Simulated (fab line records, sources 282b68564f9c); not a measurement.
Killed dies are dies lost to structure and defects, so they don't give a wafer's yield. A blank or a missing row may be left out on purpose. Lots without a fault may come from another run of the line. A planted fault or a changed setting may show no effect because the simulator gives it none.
fab line records | flow rit_cmos
record lots=16 wafers=48 last_day=7
route steps=202 shown FOX2@80 NSD@134 SILICIDE@162 M1@184
lots that met no fault: from a run of the same line without faults
start_h: hours from the record's first day to the start of the lot's first wafer shown | wait_h: hours since the lot's step before | " the same as in the row above | L1.1+2: a row that stands for several wafers | - no value, or no start given | * or withheld: withheld | < > ~ a bound
route shown NAME@n: a module of which the file shows steps, and the number in the route of the first | usual: mean/standard deviation of fault-free wafers | same: alike in all rows | chamber/n: place in a boat | sites: the reading at each site | _std_site: their standard deviation | _edge_site: outer sites' mean less inner sites' | radius_mm: how far each site lies from the wafer's centre | mask NAME#n: copy n | behind: the tool/chamber that last shaped the wafer | hold: why the lot was held/for how many hours/how that ended | device: the transistor (n, p or np) that didn't switch | end of line: the same wafers' tests at the end of the route | a step without rows: its recipe alone | killed: dies lost to structure and defects at the first sort, not the wafer's yield | map: a wafer's dies, x killed, . not, _ none there
set.NAME: the setting as run; set.NAME@STEP: as run at that earlier step | model.NAME: the simulator's own value behind a step, which no gauge read
steps of the route over a sample of lots; a table a step, a row a wafer
services: from which hour (start_h, from the record's first day; less than 0 if before it) a tool's chamber was out of use, for how many hours, and why
## steps
# step RIT_FOX2_THK_MEAS_91
# recipe reads=SiO2_of_FOX2_OXIDATION_00
# usual FIELD_OXIDE_LEFT_2_THK=250/6.2
# columns lot.wafer tool chamber start_h wait_h FIELD_OXIDE_LEFT_2_THK[nm]
L222.1 film_metro-01 - 34.31 0.0 255
L222.4 " - " " 247
L222.5 " - " " 249
L223.1 film_metro-01 - 39.28 0.0 252
L223.2 " - " " 247
L223.4 " - " " 247
L224.2 film_metro-01 - 44.62 0.0 253
L224.3 " - " " 257
L224.4 " - " " 252
L225.4 film_metro-02 - 49.60 0.0 240
L225.5 " - " " 244
L225.6 " - " " 240
L226.1 film_metro-02 - 52.77 0.0 250
L226.3 " - " " 244
L226.6 " - " " 250
L227.3 film_metro-03 - 60.42 0.0 261
L227.4 " - " " 258
L227.5 " - " " 256
L228.3 film_metro-03 - 64.33 0.0 249
L228.4 " - " " 258
L228.6 " - " " 247
L229.1 film_metro-02 - 69.65 0.0 258
L229.2 " - " " 258
L229.5 " - " " 256
L230.1 film_metro-01 - 77.92 0.0 249
L230.5 " - " " 254
L230.6 " - " " 249
L231.1 film_metro-01 - 82.81 0.0 247
L231.5 " - " " 246
L231.6 " - " " 246
L232.1 film_metro-01 - 83.14 0.0 259
L232.4 " - " " 258
L232.6 " - " " 252
L234.1 film_metro-02 - 100.18 0.0 231
L234.3 " - " " 232
L234.6 " - " " 236
L236.2 film_metro-02 - 113.31 0.0 261
L236.3 " - " " 250
L236.4 " - " " 257
L237.1 film_metro-02 - 119.27 0.0 253
L237.3 " - " " 250
L237.5 " - " " 252
L238.1 film_metro-03 - 126.30 0.0 253
L238.2 " - " " 255
L238.4 " - " " 251
L240.3 film_metro-03 - 137.13 0.0 251
L240.5 " - " " 253
L240.6 " - " " 250
# step RIT_NSD_EXPOSE_03
# recipe mask_id=M9 na=0.57 target_cd_nm=40700 dose_mj=250
# columns lot.wafer tool chamber start_h wait_h mask
L222.1+4+5 iline_stepper-01 0 49.29 0.5 M9#0
L223.1+2+4 iline_stepper-02 0 56.20 0.2 M9#0
L224.2+3+4 iline_stepper-02 0 62.15 0.1 M9#0
L225.4+5+6 iline_stepper-02 0 64.53 0.1 M9#0
L226.1+3+6 iline_stepper-01 0 69.13 0.2 M9#0
L227.3+4+5 iline_stepper-01 0 76.11 0.1 M9#0
L228.3+4+6 iline_stepper-02 0 79.97 0.2 M9#0
L229.1+2+5 iline_stepper-02 0 90.40 0.1 M9#0
L230.1+5+6 iline_stepper-02 0 96.46 0.1 M9#0
L231.1+5+6 iline_stepper-01 0 100.56 0.2 M9#0
L232.1+4+6 iline_stepper-01 0 100.78 0.1 M9#0
L234.1+3+6 iline_stepper-02 0 127.37 0.2 M9#0
L237.1+3+5 iline_stepper-02 0 137.28 0.2 M9#0
L236.2+3+4 iline_stepper-01 0 138.08 0.2 M9#0
L238.1+2+4 iline_stepper-02 0 143.67 0.2 M9#0
L240.3+5+6 iline_stepper-01 0 154.58 0.1 M9#0
# step RIT_NSD_OVL_MEAS_06
# usual NSD_OVL=-1.0/1.3
# columns lot.wafer tool chamber start_h wait_h NSD_OVL[nm]
L222.1 overlay-02 - 49.69 - 1.9
L222.4 " - " " 2.3
L222.5 " - " " 2.4
L223.1 overlay-02 - 56.60 - -3.4
L223.2 " - " " -2.1
L223.4 " - " " -1.6
L224.2 overlay-01 - 62.54 - -1.4
L224.3 " - " " -2.0
L224.4 " - " " -2.1
L225.4 overlay-02 - 64.89 - -2.1
L225.5 " - " " -0.2
L225.6 " - " " -0.1
L226.1 overlay-01 - 69.53 - -1.5
L226.3 " - " " -0.4
L226.6 " - " " -0.9
L227.3 overlay-01 - 76.49 - 1.2
L227.4 " - " " 1.8
L227.5 " - " " 2.1
L228.3 overlay-01 - 80.34 - -3.1
L228.4 " - " " -2.1
L228.6 " - " " -0.9
L229.1 overlay-01 - 90.80 - -1.0
L229.2 " - " " -1.6
L229.5 " - " " -0.7
L230.1 overlay-02 - 96.86 - 357.8
L230.5 " - " " 358.1
L230.6 " - " " 358.6
L231.1 overlay-02 - 100.96 - 0.9
L231.5 " - " " -0.1
L231.6 " - " " 1.5
L232.1 overlay-02 - 101.18 - -3.0
L232.4 " - " " -1.6
L232.6 " - " " -1.1
L234.1 overlay-01 - 127.77 - 361.2
L234.3 " - " " 359.1
L234.6 " - " " 360.4
L237.1 overlay-02 - 138.04 - 359.0
L237.3 " - " " 358.5
L237.5 " - " " 358.1
L236.2 overlay-01 - 138.64 - 1.1
L236.3 " - " " -0.5
L236.4 " - " " -0.6
L238.1 overlay-02 - 144.07 - 357.8
L238.2 " - " " 357.1
L238.4 " - " " 358.1
L240.3 overlay-02 - 154.95 - -2.2
L240.5 " - " " -2.2
L240.6 " - " " -1.6
# step RIT_SILICIDE_SPUTTER_01
# recipe material=Ti target_thk_nm=30 power_w=339.7 chamber_pressure_pa=0.667 gas=Ar time_s=240 substrate_temp_c=25
# usual throttle_valve_pct=29.5/1.1
# columns lot.wafer tool chamber start_h wait_h throttle_valve_pct
L222.1 pvd_sputter-04 - 52.92 0.0 31.7
L222.4 " - " " 29.3
L222.5 " - " " 31.9
L223.1 pvd_sputter-03 - 59.88 0.0 28.3
L223.2 " - " " 30.5
L223.4 " - " " 27.9
L224.2 pvd_sputter-01 - 65.51 0.0 29.6
L224.3 " - " " 29.5
L224.4 " - " " 29.3
L225.4 pvd_sputter-03 - 67.81 0.0 28.1
L225.5 " - " " 28.5
L225.6 " - " " 28.6
L226.1 pvd_sputter-01 - 72.51 0.0 29.3
L226.3 " - " " 29.1
L226.6 " - " " 29.3
L227.3 pvd_sputter-03 - 79.38 0.0 28.2
L227.4 " - " " 28.7
L227.5 " - " " 28.6
L228.3 pvd_sputter-01 - 83.28 0.0 30.8
L228.4 " - " " 31.1
L228.6 " - " " 29.4
L229.1 pvd_sputter-03 - 93.86 0.0 28.2
L229.2 " - " " 28.8
L229.5 " - " " 30.4
L230.1 pvd_sputter-01 - 99.77 0.0 30.9
L230.5 " - " " 29.4
L230.6 " - " " 31.0
L231.1 pvd_sputter-03 - 103.87 0.0 28.2
L231.5 " - " " 28.4
L231.6 " - " " 28.2
L232.1 pvd_sputter-04 - 104.22 0.0 29.2
L232.4 " - " " 30.1
L232.6 " - " " 31.7
L234.1 pvd_sputter-01 - 131.03 0.0 29.4
L234.3 " - " " 31.0
L234.6 " - " " 29.3
L237.1 pvd_sputter-04 - 141.64 0.0 28.9
L237.3 " - " " 31.8
L237.5 " - " " 32.0
L236.2 pvd_sputter-01 - 142.67 0.0 29.4
L236.3 " - " " 29.1
L236.4 " - " " 31.0
L238.1 pvd_sputter-03 - 146.98 0.0 28.1
L238.2 " - " " 28.7
L238.4 " - " " 30.3
L240.3 pvd_sputter-03 - 158.18 0.0 28.1
L240.5 " - " " 27.8
L240.6 " - " " 28.8
# step RIT_M1_SPUTTER_00
# recipe material=Al target_thk_nm=400 power_w=2000 chamber_pressure_pa=0.4 gas=Ar time_s=500 substrate_temp_c=25
# usual throttle_valve_pct=29.9/1.1
# columns lot.wafer tool chamber start_h wait_h throttle_valve_pct
L222.1 pvd_sputter-02 - 55.85 0.0 31.5
L222.4 " - " " 28.2
L222.5 " - " " 29.5
L223.1 pvd_sputter-04 - 62.73 0.0 31.9
L223.2 " - " " 29.4
L223.4 " - " " 30.3
L224.2 pvd_sputter-02 - 68.38 0.0 31.0
L224.3 " - " " 29.8
L224.4 " - " " 30.3
L225.4 pvd_sputter-04 - 70.71 0.0 29.9
L225.5 " - " " 30.4
L225.6 " - " " 29.2
L226.1 pvd_sputter-02 - 75.37 0.0 29.1
L226.3 " - " " 28.1
L226.6 " - " " 30.5
L227.3 pvd_sputter-04 - 82.24 0.0 31.6
L227.4 " - " " 29.4
L227.5 " - " " 29.4
L228.3 pvd_sputter-02 - 86.06 0.0 28.3
L228.4 " - " " 31.1
L228.6 " - " " 28.4
L229.1 pvd_sputter-04 - 96.80 0.0 31.9
L229.2 " - " " 28.8
L229.5 " - " " 28.9
L230.1 pvd_sputter-02 - 102.62 0.0 30.3
L230.5 " - " " 30.5
L230.6 " - " " 29.4
L231.1 pvd_sputter-01 - 106.87 0.0 29.4
L231.5 " - " " 29.6
L231.6 " - " " 29.2
L232.1 pvd_sputter-02 - 107.17 0.0 30.5
L232.4 " - " " 31.0
L232.6 " - " " 28.3
L234.1 pvd_sputter-02 - 133.91 0.0 31.1
L234.3 " - " " 29.5
L234.6 " - " " 29.7
L237.1 pvd_sputter-04 - 144.65 0.0 30.1
L237.3 " - " " 29.4
L237.5 " - " " 29.0
L236.2 pvd_sputter-01 - 145.46 0.0 29.6
L236.3 " - " " 29.5
L236.4 " - " " 30.6
L238.1 pvd_sputter-02 - 150.25 0.0 30.6
L238.2 " - " " 29.4
L238.4 " - " " 31.2
L240.3 pvd_sputter-04 - 161.05 0.0 31.9
L240.5 " - " " 29.5
L240.6 " - " " 29.4
# step RIT_M1_PROBE_99
# usual killed_at_M0_to_M3=0.0/0.12 killed_at_contacts=0.1/0.23 killed_at_front_end=6.6/2.9 killed_dies=6.7/3 killed_open=3.5/2.1 killed_short=3.2/1.8
# same gross_dies=264 killed_at_M4_up=0 killed_at_back_side=0 killed_at_other=0
# columns lot.wafer tool chamber start_h wait_h killed_at_M0_to_M3 killed_at_contacts killed_at_front_end killed_dies killed_open killed_short
L232.1 prober-02 - 112.51 0.1 0 0 6 6 0 6
L232.4 prober-02 - 112.66 0.2 0 0 7 7 2 5
L232.6 prober-02 - 112.76 0.2 0 0 4 4 0 4
L238.1 prober-02 - 154.27 0.1 0 0 6 6 5 1
L238.2 prober-02 - 154.32 0.1 0 0 8 8 6 2
L238.4 prober-02 - 154.42 0.2 0 0 1 1 0 1
# killed by level:class
L232.1 SPACER:geometric_particle:short=2 FOX1:geometric_particle:short=1 FOX2:geometric_particle:short=1 GATE:geometric_particle:short=1 SILICIDE:geometric_particle:short=1
L232.4 FOX1:geometric_particle:short=2 GATE:geometric_particle:short=2 SPACER:geometric_particle:open=2 SPACER:geometric_particle:short=1
L232.6 FOX1:geometric_particle:short=1 GATE:geometric_particle:short=1 REOX:geometric_particle:short=1 SPACER:geometric_particle:short=1
L238.1 GATE:geometric_particle:open=3 FOX1:geometric_particle:open=1 FOX2:geometric_particle:open=1 SILICIDE:geometric_particle:short=1
L238.2 SILICIDE:geometric_particle:open=3 FOX1:geometric_particle:open=1 FOX1:geometric_particle:short=1 GATE:geometric_particle:open=1 GATE:geometric_particle:short=1 REOX:geometric_particle:open=1
L238.4 GATE:geometric_particle:short=1
## services
# columns tool chamber start_h hours kind
iline_stepper-01 - 57.30 1.7 pm
pvd_sputter-02 - 143.40 3.7 repair
pvd_sputter-01 - 159.56 1.3 repair
## key
first_sign step=RIT_NSD_OVL_MEAS_06 reading=NSD_OVL direction=up sigmas=99+ usual=-1.0 struck=358.6
effect none on later readings
met_at RIT_NSD_EXPOSE_03
struck_lots L230,L234,L237,L238
tester_left_out L230,L234,L237,L238
not_acting_at RIT_FOX2_THK_MEAS_91,RIT_SILICIDE_SPUTTER_01,RIT_M1_SPUTTER_00
onset_between 90.40 96.46
fault kind=scanner_matching_overlay tool=iline_stepper-02 chamber=- onset_h=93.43 steps=RIT_NSD_EXPOSE_03 offset=360
# tester_left_out: of these lots the tester's yield and bins aren't shown, on N5 and GAA mostly nor the transistor test; their killed dies are dies lost to structure and defects alone, not to doping, threshold or leakage, so they don't give the yield
